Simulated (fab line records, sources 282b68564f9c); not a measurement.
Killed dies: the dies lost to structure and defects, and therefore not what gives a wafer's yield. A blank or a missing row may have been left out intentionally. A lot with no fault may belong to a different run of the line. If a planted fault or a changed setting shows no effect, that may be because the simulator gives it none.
Split-lot trial -- flow rit_cmos -- 23 wafers read across 5 lots, on a route 202 steps long

## ON THE SPLIT
At RIT_NLDD_COAT_01 (resist thk 1000 nm), the setting resist_thk_nm was moved away from the recipe's 1000 nm on 11 of the 23 wafers read, by -5.7% to +5.7%. The other wafers ran this setting at the recipe's value.

## FROM THE SPLIT TO THE READING: what the file shows between them, 3 steps
- RIT_NLDD_SOFTBAKE_02: time 60 s
- RIT_NLDD_EXPOSE_03: exposes mask M7, target cd 40700 nm
- RIT_NLDD_DEVELOP_05: develop time 50 s

## THE READING
NOVOLAK_of_NLDD_COAT_01.thk_nm (the simulator's own value, which no gauge read), in nm, at RIT_NLDD_HARDBAKE_07 (time 60 s). There is no usual value for it anywhere in the file. Across the 12 wafers here that went through the recipe, the average is 884.4 nm and the standard deviation 3.6 nm.

wafer,"tool, chamber at the split","resist_thk_nm as run, nm",against the recipe,"NOVOLAK_of_NLDD_COAT_01.thk_nm, nm",against lot-mates on the recipe
L075.1,"litho_track-04, 0",1000,recipe,882.6,-
L075.3,"litho_track-04, 0",1000,recipe,882.1,-
L075.6,"litho_track-04, 0",1000,recipe,882.1,-
L078.1,"litho_track-01, 0",1000,recipe,890.9,-
L078.2,"litho_track-01, 0",1000,recipe,889.1,-
L078.4,"litho_track-01, 0",971.8,-2.8%,863.4,-26.7
L078.5,"litho_track-01, 0",971.8,-2.8%,862.7,-27.4
L078.6,"litho_track-01, 0",1000,recipe,890.3,-
L080.1,"litho_track-04, 0",1000,recipe,882.2,-
L080.2,"litho_track-04, 0",942.7,-5.7%,829.5,-52.1
L080.3,"litho_track-04, 0",942.7,-5.7%,827.5,-54.1
L080.4,"litho_track-04, 0",1000,recipe,881,-
L080.6,"litho_track-04, 0",942.7,-5.7%,827.4,-54.2
L084.2,"litho_track-04, 0",1000,recipe,882.7,-
L084.3,"litho_track-04, 0",1057,+5.7%,931.7,+50.2
L084.4,"litho_track-04, 0",1057,+5.7%,928.3,+46.8
L084.5,"litho_track-04, 0",1000,recipe,880.4,-
L084.6,"litho_track-04, 0",1057,+5.7%,932.3,+50.8
L085.1,"litho_track-03, 0",1057,+5.7%,935.7,+50.8
L085.3,"litho_track-03, 0",1057,+5.7%,936.9,+52.0
L085.4,"litho_track-03, 0",1000,recipe,886.5,-
L085.5,"litho_track-03, 0",1000,recipe,883.3,-
L085.6,"litho_track-03, 0",1057,+5.7%,937.4,+52.5

THE FIT
A straight line over all 23 wafers: NOVOLAK_of_NLDD_COAT_01.thk_nm changes by +9 nm for each +1% of resist_thk_nm; r = +0.99; the points scatter about the line by 4 nm.
The same after taking each lot's own level away (the mean of its wafers on the recipe; 23 wafers): +9.07 nm for each +1%; r = +1.00; scatter 1.5 nm.
The reading moves by 52 nm for the largest change in resist_thk_nm, on that fit.
The span of the lots' own levels, 881.55 to 890.10 nm, comes to 2.4 times the standard deviation stated above.
So the lot-to-lot level changes the slope little: the two slopes agree.
Check: -52.7 nm against its lot-mates is what the line predicts for one of the wafers moved furthest among these (-5.7%) when that wafer is left out of the fit. It came out at -52.1 nm against them.

## OTHER SPLITS ON THESE WAFERS
Other splits were also applied to these wafers ahead of the reading. Each is held against what the fit with the lots' levels taken away leaves over:
other split on the same wafers,wafers away from the commonest value,r with NOVOLAK_of_NLDD_COAT_01.thk_nm (lot level and that fit taken away)
RIT_GATE_CLEAN_04 time_s,10,+0.19
RIT_GATE_CVD_08 sih4_flow_sccm,18,-0.08
RIT_GATE_EXPOSE_13 dose_mj,10,+0.22
RIT_REOX_CLEAN_00 temp_c,18,+0.07

## THE WHOLE CHAIN: every reading that the file lists as answering this split, in the file's order
step,what it does,reading,change (the file's fit),r (the file's)
RIT_NLDD_COAT_01,resist thk 1000 nm,"NOVOLAK_of_NLDD_COAT_01.thk_nm (the simulator's own value, which no gauge read)",+10.4 nm for each +1% of the setting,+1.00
RIT_NLDD_HARDBAKE_07,time 60 s,"NOVOLAK_of_NLDD_COAT_01.thk_nm (the simulator's own value, which no gauge read)",+9.06 nm for each +1% of the setting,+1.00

## FILE'S OWN FIT
NOVOLAK_of_NLDD_COAT_01.thk_nm changes by +9.06 nm for each +1% of resist_thk_nm, r = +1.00.
